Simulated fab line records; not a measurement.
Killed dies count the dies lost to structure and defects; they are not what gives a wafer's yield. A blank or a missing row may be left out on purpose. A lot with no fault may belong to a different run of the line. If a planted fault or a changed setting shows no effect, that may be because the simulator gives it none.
Comparing a struck lot with a sound one | flow rit_cmos | 18 out of 202 route steps
Sound: the wafers L591.2, L591.4, L591.6. Struck: wafers L599.4, L599.5, L599.6. The cause comes at the end.
At each step with rows: each side's tool, then ch and its chambers, then its first start. Under that, the readings that differ: sound wafers | struck wafers | difference of the means | sigmas: that difference in standard deviations of wafers without a fault.
alike: a reading whose means differ by less than 2 such deviations, as well as words and numbers matching on both sides. not compared: withheld readings; readings where some wafer has no value; bounds like >300 that might hide an equal value; numbers whose values overlap and for which the record gives no deviation.
Wherever a step has rows on one side only, a row that says differs or no value, or a row with sigmas, the two part there. When numbers do not overlap yet have no deviation, they are printed without sigmas and do not part them. A reading that every wafer of one side lacks parts them only if that side has two wafers or more.

first, 4 steps without rows for these wafers: RIT_NRETRO_SOFTBAKE_02 (time 60 s); RIT_NRETRO_EXPOSE_03 (exposes mask M4, target cd 43900 nm); RIT_NRETRO_PEB_04; RIT_NRETRO_DEVELOP_05 (develop time 69.49 s).
RIT_NRETRO_OVL_MEAS_06:
  sound on overlay-02 at day 3 16:58; struck on overlay-01 at day 5 08:10
  alike: NRETRO_OVL
then, 2 steps without rows for these wafers: RIT_NRETRO_HARDBAKE_07 (time 120 s); RIT_NRETRO_IMPLANT_08.
RIT_NRETRO_STRIP_09: strips in O2, time 180 s.
  sound on plasma_asher-04 ch 0,1, day 3 17:24; struck on plasma_asher-02 ch 0,1, day 5 08:38
  alike: drypump_motor_current_A
  not compared: rf_hours_counter_h
RIT_NRETRO_TW_MEAS_10:
  sound on film_metro-04 at day 3 17:35; struck on film_metro-04 at day 5 08:47
  alike: NRETRO_TW
then, 3 steps without rows for these wafers: RIT_PRETRO_HMDS_00 (prime time 60 s); RIT_PRETRO_COAT_01 (resist thk 1300 nm); RIT_PRETRO_SOFTBAKE_02 (time 60 s).
RIT_PRETRO_EXPOSE_03: exposes mask M5, target cd 43700 nm.
  sound on iline_stepper-02 ch 0, day 3 18:06; struck on iline_stepper-02 ch 0, day 5 09:27
  reading                        | sound                | struck               | difference | sigmas
  model.PRETRO.overlay_x_nm (nm) | 0.2121 0.2121 0.2121 | -150.9 -150.9 -150.9 | -151.1     |
  alike: mask, exposure_dose_mJ_cm2
then, 2 steps without rows for these wafers: RIT_PRETRO_PEB_04; RIT_PRETRO_DEVELOP_05 (develop time 68 s).
RIT_PRETRO_OVL_MEAS_06:
  sound on overlay-01 at day 3 18:31; struck on overlay-02 at day 5 09:50
  reading         | sound        | struck               | difference | sigmas
  PRETRO_OVL (nm) | -0.1 0.3 2.3 | -152.9 -152.6 -152.3 | -153.4     | -99 or more
then, 1 step without rows for these wafers: RIT_PRETRO_HARDBAKE_07 (time 120 s).
RIT_M1_PROBE_99:
  sound on prober-01 at day 4 20:07; struck on prober-01 at day 6 13:03
  reading                                    | sound                | struck               | difference | sigmas
  model.etest.retro_edge_nmos.off_log10_a_um | -9.664 -9.533 -10.07 | -8.476 -8.937 -8.98  | +0.958     |
  model.etest.retro_edge_pmos.off_log10_a_um | -10.07 -9.975 -10.03 | -9.297 -9.497 -8.991 | +0.763     |
  alike: killed_at_front_end, killed_dies, killed_open, killed_short

WHERE THEY PART
RIT_PRETRO_OVL_MEAS_06 only, going by this record. Later steps at which nothing parts them and some readings are alike: RIT_M1_PROBE_99.

WHY: whatever the simulator had introduced
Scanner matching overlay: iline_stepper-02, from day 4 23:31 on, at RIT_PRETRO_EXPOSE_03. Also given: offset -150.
